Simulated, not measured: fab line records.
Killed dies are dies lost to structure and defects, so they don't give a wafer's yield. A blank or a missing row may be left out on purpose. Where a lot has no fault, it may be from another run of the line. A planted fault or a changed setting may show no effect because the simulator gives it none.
fab line records	flow rit-cmos
[record] lots = 7	wafers = 21	last-day = 7
route steps=202 shown NSD@138 PSD@142 SDANNEAL@153
lots untouched by any fault: they come from a run of this same line in which no faults occurred
start-h: start of the lot's first displayed wafer, in hours after the record's first day	wait-h: time in hours since the lot's previous step	" same as the row above	L1.1+2: a single row standing in for several wafers	- no value, or no start was given	* or withheld: withheld	< > ~ a bound
route shown NAME@n: names a module that has steps shown in the file, with the first one's number in the route	usual: mean and standard deviation over wafers with no fault	same: alike in all rows	chamber/n: place in a boat	sites: the reading at each site	_std_site: the standard deviation of these	_edge_site: mean of outer sites minus mean of inner sites	radius-mm: how far each site lies from the wafer's centre	mask NAME#n: copy n	behind: the most recent tool/chamber to have shaped the wafer	hold: cause of the lot's hold/its duration in hours/its outcome	device: which transistor (n, p or np) failed to switch	end of line: at the end of the route, the tests of the same wafers	where a step has no rows: the recipe by itself	killed: not the wafer's yield, but the dies lost to structure and defects at the first sort	map: a wafer's dies, marking killed ones x, the rest . and places with no die _
set.NAME: the setting that was run; set.NAME@STEP: the one run at that earlier step	model.NAME: the simulator's own value behind a step, which no gauge read
a table for each step, a row for each wafer; lots at some steps of the route
services: a tool's chamber out of use, with start hour (start-h, from the record's first day; less than 0 if before it), hours out, and reason
[[steps]]
[step RIT_NSD_HARDBAKE_07]
[recipe] resist = NOVOLAK	temp-c = 140	time-s = 60
[step RIT_NSD_IMPLANT_08]
[recipe] species = P	energy-kev = 25	dose-cm2 = 1e+15	tilt-deg = 7
[step RIT_NSD_STRIP_09]
[recipe] chemistry = O2	time-s = 180	resist = NOVOLAK	platen-temp-c = withheld	power-w = 500	pressure-mtorr = 4000	o2-flow-sccm = 4000
[usual] drypump-motor-current-A = 5.5/0.32
[same] time-s = 180
lot.wafer	tool	chamber	start-h	wait-h	drypump-motor-current-A	rf-hours-counter-h
L171.1	plasma-asher-01	0	53.75	0.1	5.8	39
L171.3	"	0	"	"	5.8	-
L171.5	"	1	"	"	5.3	-
L174.2	plasma-asher-02	1	68.28	0.1	5.4	45
L174.3	"	1	"	"	5.5	-
L174.6	"	1	"	"	5.5	-
L175.1	plasma-asher-04	0	71.97	0.1	5.2	30
L175.2	"	1	"	"	5.3	30
L175.4	"	1	"	"	5.3	-
L179.1	plasma-asher-01	0	92.79	0.1	5.7	44
L179.2	"	1	"	"	5.3	44
L179.6	"	1	"	"	5.2	-
L187.1	plasma-asher-01	0	144.89	0.1	5.7	49
L187.2	"	1	"	"	5.3	49
L187.5	"	1	"	"	5.3	-
L188.1	plasma-asher-04	1	145.13	0.1	5.3	37
L188.2	"	0	"	"	5.2	37
L188.5	"	1	"	"	5.3	-
L189.1	plasma-asher-04	0	158.41	0.1	5.2	38
L189.5	"	0	"	"	5.2	-
L189.6	"	1	"	"	5.4	-
[step RIT_NSD_TW_MEAS_10]
[usual] NSD_TW = 3135/17
lot.wafer	tool	chamber	start-h	wait-h	NSD_TW
L171.1	film-metro-01	-	53.93	0.1	3125
L171.3	"	-	"	"	3115
L171.5	"	-	"	"	3137
L174.2	film-metro-02	-	68.46	0.1	3146
L174.3	"	-	"	"	3163
L174.6	"	-	"	"	3169
L175.1	film-metro-02	-	72.15	0.1	3140
L175.2	"	-	"	"	3133
L175.4	"	-	"	"	3147
L179.1	film-metro-04	-	92.96	0.1	3150
L179.2	"	-	"	"	3130
L179.6	"	-	"	"	3146
L187.1	film-metro-01	-	145.07	0.1	3116
L187.2	"	-	"	"	3123
L187.5	"	-	"	"	3103
L188.1	film-metro-04	-	145.31	0.1	3145
L188.2	"	-	"	"	3156
L188.5	"	-	"	"	3144
L189.1	film-metro-01	-	158.59	0.1	3123
L189.5	"	-	"	"	3127
L189.6	"	-	"	"	3128
[step RIT_PSD_HMDS_00]
[recipe] prime-time-s = 60	prime-temp-c = 140
[step RIT_PSD_COAT_01]
[recipe] resist = NOVOLAK	spin-rpm = 3250	resist-thk-nm = 1000
[step RIT_PSD_SOFTBAKE_02]
[recipe] resist = NOVOLAK	temp-c = 89.49	time-s = 60
[step RIT_PSD_EXPOSE_03]
[recipe] mask-id = M10	na = 0.57	target-cd-nm = 40900	dose-mj = 250
[step RIT_PSD_PEB_04]
[recipe] resist = NOVOLAK	temp-c = withheld	time-s = withheld
[step RIT_PSD_DEVELOP_05]
[recipe] resist = NOVOLAK	develop-time-s = 48.93	dev-temp-c = 23
[step RIT_PSD_OVL_MEAS_06]
[usual] PSD_OVL = 0.7/1.4
lot.wafer	tool	chamber	start-h	wait-h	PSD_OVL[nm]
L171.1	overlay-01	-	54.99	-	3.0
L171.3	"	-	"	"	2.3
L171.5	"	-	"	"	3.4
L174.2	overlay-02	-	69.49	-	0.9
L174.3	"	-	"	"	0.0
L174.6	"	-	"	"	-3.7
L175.1	overlay-02	-	73.18	-	1.0
L175.2	"	-	"	"	1.8
L175.4	"	-	"	"	2.9
L179.1	overlay-02	-	93.87	-	2.3
L179.2	"	-	"	"	1.9
L179.6	"	-	"	"	-0.3
L187.1	overlay-01	-	146.10	-	1.9
L187.2	"	-	"	"	1.6
L187.5	"	-	"	"	-0.7
L188.1	overlay-02	-	146.34	-	2.3
L188.2	"	-	"	"	0.3
L188.5	"	-	"	"	1.1
L189.1	overlay-01	-	159.62	-	-2.0
L189.5	"	-	"	"	-2.0
L189.6	"	-	"	"	-2.9
[step RIT_PSD_HARDBAKE_07]
[recipe] resist = NOVOLAK	temp-c = 140	time-s = 60
[step RIT_PSD_IMPLANT_08]
[recipe] species = BF2	energy-kev = 27	dose-cm2 = 5e+15	tilt-deg = 7
[usual] implant-ion-amu = 49/0	tilt-deg = 7.004/0.017
lot.wafer	tool	chamber	start-h	wait-h	implant-ion-amu	tilt-deg	model.implant.drp-nm	model.implant.rp-nm
L171.1	implanter-04	0	55.18	0.1	49	7.012	12.05	21.65
L171.3	"	0	"	"	49	7.006	12.05	21.65
L171.5	"	0	"	"	49	6.990	12.05	21.65
L174.2	implanter-01	0	69.70	0.1	49	6.977	12.05	21.69
L174.3	"	0	"	"	49	7.009	12.05	21.69
L174.6	"	0	"	"	49	7.027	12.05	21.69
L175.1	implanter-02	0	73.37	0.1	49	7.011	12.05	21.7
L175.2	"	0	"	"	49	7.004	12.05	21.7
L175.4	"	0	"	"	49	7.008	12.05	21.7
L179.1	implanter-04	0	94.06	0.1	49	6.996	12.05	20.98
L179.2	"	0	"	"	49	7.002	12.05	20.98
L179.6	"	0	"	"	49	7.013	12.05	20.98
L187.1	implanter-01	0	146.29	0.1	75	7.038	8.906	19.6
L187.2	"	0	"	"	75	7.030	8.906	19.6
L187.5	"	0	"	"	75	6.994	8.906	19.6
L188.1	implanter-02	0	146.53	0.1	75	7.013	8.906	18.76
L188.2	"	0	"	"	75	6.999	8.906	18.76
L188.5	"	0	"	"	75	7.020	8.906	18.76
L189.1	implanter-04	0	159.81	0.1	75	6.974	8.906	19.17
L189.5	"	0	"	"	75	7.012	8.906	19.17
L189.6	"	0	"	"	75	7.038	8.906	19.17
[step RIT_PSD_STRIP_09]
[recipe] chemistry = O2	time-s = 180	resist = NOVOLAK	platen-temp-c = withheld	power-w = 500	pressure-mtorr = 4000	o2-flow-sccm = 4000
[usual] drypump-motor-current-A = 5.6/0.38
[same] time-s = 180
lot.wafer	tool	chamber	start-h	wait-h	drypump-motor-current-A	rf-hours-counter-h
L171.1	plasma-asher-01	0	55.33	0.1	5.7	39
L171.3	"	0	"	"	5.8	-
L171.5	"	1	"	"	5.3	-
L174.2	plasma-asher-03	1	69.82	0.1	6.1	41
L174.3	"	0	"	"	6.2	-
L174.6	"	0	"	"	6.2	-
L175.1	plasma-asher-03	1	73.52	0.1	6.1	41
L175.2	"	0	"	"	6.2	41
L175.4	"	0	"	"	6.2	-
L179.1	plasma-asher-01	1	94.21	0.1	5.3	44
L179.2	"	0	"	"	5.7	44
L179.6	"	0	"	"	5.7	-
L187.1	plasma-asher-01	1	146.44	0.1	5.3	49
L187.2	"	0	"	"	5.7	49
L187.5	"	1	"	"	5.3	-
L188.1	plasma-asher-04	1	146.68	0.1	5.4	37
L188.2	"	0	"	"	5.2	37
L188.5	"	0	"	"	5.2	-
L189.1	plasma-asher-03	0	159.96	0.1	6.3	49
L189.5	"	0	"	"	6.3	-
L189.6	"	1	"	"	6.1	-
[step RIT_PSD_TW_MEAS_10]
[usual] PSD_TW = 3445/18
lot.wafer	tool	chamber	start-h	wait-h	PSD_TW
L171.1	film-metro-02	-	55.50	0.1	3451
L171.3	"	-	"	"	3445
L171.5	"	-	"	"	3450
L174.2	film-metro-04	-	70.01	0.1	3466
L174.3	"	-	"	"	3450
L174.6	"	-	"	"	3469
L175.1	film-metro-04	-	73.69	0.1	3445
L175.2	"	-	"	"	3440
L175.4	"	-	"	"	3452
L179.1	film-metro-01	-	94.38	0.1	3409
L179.2	"	-	"	"	3400
L179.6	"	-	"	"	3417
L187.1	film-metro-01	-	146.61	0.1	3466
L187.2	"	-	"	"	3464
L187.5	"	-	"	"	3488
L188.1	film-metro-04	-	146.85	0.1	3456
L188.2	"	-	"	"	3478
L188.5	"	-	"	"	3492
L189.1	film-metro-04	-	160.13	0.1	3489
L189.5	"	-	"	"	3493
L189.6	"	-	"	"	3463
[step RIT_SDANNEAL_CLEAN_00]
[recipe] chemistry = SC1	mix = 3:3:50	time-s = 600	temp-c = 75
[step RIT_SDANNEAL_CLEAN_01]
[recipe] chemistry = dHF	dilution = 50:1	time-s = 30
[step RIT_SDANNEAL_CLEAN_02]
[recipe] chemistry = SC2	mix = 3:3:50	time-s = 600	temp-c = 75	dry = n2-spin
[step RIT_SDANNEAL_RTA_03]
[recipe] temp-c = 1050	time-s = 5	idle-temp-c = 600	ramp-up-c-per-s = 342	ramp-down-c-per-s = 171	cool-to-c = 600	ambient = N2
[usual] wafer_temp_C_max = 1053.6/1.2
[same] time-s = 5
lot.wafer	tool	chamber	start-h	wait-h	wafer_temp_C_max
L171.1	rtp-anneal-02	0	56.28	0.0	1051.8
L171.3	"	0	"	"	1053.3
L171.5	"	0	"	"	1051.6
L174.2	rtp-anneal-01	0	70.46	0.0	1053.3
L174.3	"	0	"	"	1053.2
L174.6	"	0	"	"	1053.0
L175.1	rtp-anneal-02	0	74.12	0.0	1053.6
L175.2	"	0	"	"	1057.0
L175.4	"	0	"	"	1054.3
L179.1	rtp-anneal-02	0	94.81	0.0	1053.9
L179.2	"	0	"	"	1054.5
L179.6	"	0	"	"	1054.8
L187.1	rtp-anneal-02	0	147.04	0.0	1053.9
L187.2	"	0	"	"	1054.1
L187.5	"	0	"	"	1052.7
L188.1	rtp-anneal-01	0	147.28	0.0	1052.1
L188.2	"	0	"	"	1050.9
L188.5	"	0	"	"	1053.6
L189.1	rtp-anneal-02	0	160.58	0.0	1054.9
L189.5	"	0	"	"	1054.1
L189.6	"	0	"	"	1055.4
[step RIT_SDANNEAL_RS_MEAS_04]
[recipe] thk-meas-gauge = four-point-probe
[usual] PSD_RS = 115.8/0.3
lot.wafer	tool	chamber	start-h	wait-h	PSD_RS[ohm/sq]
L171.1	film-metro-04	-	56.34	0.0	115.6
L171.3	"	-	"	"	115.8
L171.5	"	-	"	"	115.7
L174.2	film-metro-04	-	70.53	0.1	115.6
L174.3	"	-	"	"	115.8
L174.6	"	-	"	"	115.6
L175.1	film-metro-04	-	74.18	0.0	115.8
L175.2	"	-	"	"	115.7
L175.4	"	-	"	"	115.9
L179.1	film-metro-04	-	94.87	0.0	115.9
L179.2	"	-	"	"	116.1
L179.6	"	-	"	"	116.1
L187.1	film-metro-02	-	147.10	0.0	50.7
L187.2	"	-	"	"	50.4
L187.5	"	-	"	"	50.4
L188.1	film-metro-01	-	147.34	0.0	50.3
L188.2	"	-	"	"	50.5
L188.5	"	-	"	"	50.4
L189.1	film-metro-01	-	160.63	0.0	50.4
L189.5	"	-	"	"	50.5
L189.6	"	-	"	"	50.5
[step RIT_SDANNEAL_RS_MEAS_05]
[recipe] thk-meas-gauge = four-point-probe
[usual] NSD_RS = 84.55/0.27
lot.wafer	tool	chamber	start-h	wait-h	NSD_RS[ohm/sq]
L171.1	film-metro-04	-	56.46	0.1	84.50
L171.3	"	-	"	"	84.51
L171.5	"	-	"	"	84.26
L174.2	film-metro-04	-	70.65	0.1	84.38
L174.3	"	-	"	"	84.19
L174.6	"	-	"	"	84.36
L175.1	film-metro-04	-	74.30	0.1	84.57
L175.2	"	-	"	"	84.56
L175.4	"	-	"	"	84.76
L179.1	film-metro-04	-	94.99	0.1	84.21
L179.2	"	-	"	"	84.47
L179.6	"	-	"	"	84.43
L187.1	film-metro-02	-	147.22	0.1	85.01
L187.2	"	-	"	"	84.94
L187.5	"	-	"	"	85.19
L188.1	film-metro-01	-	147.46	0.1	84.46
L188.2	"	-	"	"	84.11
L188.5	"	-	"	"	84.37
L189.1	film-metro-01	-	160.75	0.1	84.39
L189.5	"	-	"	"	84.42
L189.6	"	-	"	"	84.68
[[services]]
tool	chamber	start-h	hours	kind
plasma-asher-03	-	41.29	28.1	pm
plasma-asher-02	-	57.74	2.3	repair
plasma-asher-03	-	102.36	0.6	repair
plasma-asher-02	-	108.75	9.0	pm
plasma-asher-02	0	108.75	9.0	vent-cycle
plasma-asher-02	1	108.75	9.0	vent-cycle
plasma-asher-02	0	117.75	-	clean
plasma-asher-02	1	117.75	-	clean
implanter-04	-	124.59	4.6	pm
implanter-02	-	135.65	5.0	pm
plasma-asher-04	-	142.29	2.6	repair
[[key]]
[first-sign] step = RIT_PSD_IMPLANT_08	reading = implant-ion-amu	direction = up	sigmas = 99+	usual = 49	struck = 75
[effect] step = RIT_PSD_TW_MEAS_10	reading = PSD_TW	direction = up	sigmas = 1.8	usual = 3445	struck = 3477
[effect] step = RIT_SDANNEAL_RS_MEAS_04	reading = PSD_RS	direction = down	sigmas = 99+	usual = 115.8	struck = 50.5
[model-effect] step = RIT_PSD_IMPLANT_08	value = implant.drp-nm	without = 12.05	struck = 8.906
met-at RIT_PSD_IMPLANT_08
struck-wafers L187.1,L187.2,L187.5,L188.1,L188.2,L188.5,L189.1,L189.5,L189.6
sort-left-out L187.1,L187.2,L187.5,L188.1,L188.2,L188.5,L189.1,L189.5,L189.6
tester-left-out L187,L188,L189
onset-between 94.06 146.29
[fault] kind = wrong-recipe-download	tool = implanter-01,implanter-02,implanter-04	chamber = -	onset-h = 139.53	steps = RIT_PSD_IMPLANT_08	wrong-recipe.not-listed = 1
// tester-left-out: of these lots the tester's yield and bins aren't shown, on N5 and GAA mostly nor the transistor test; their killed dies are dies lost to structure and defects alone, not to doping, threshold or leakage, so they don't give the yield
// sort-left-out: the simulated sort isn't trusted on such a fault, so these wafers' sort isn't shown, and their yield isn't known
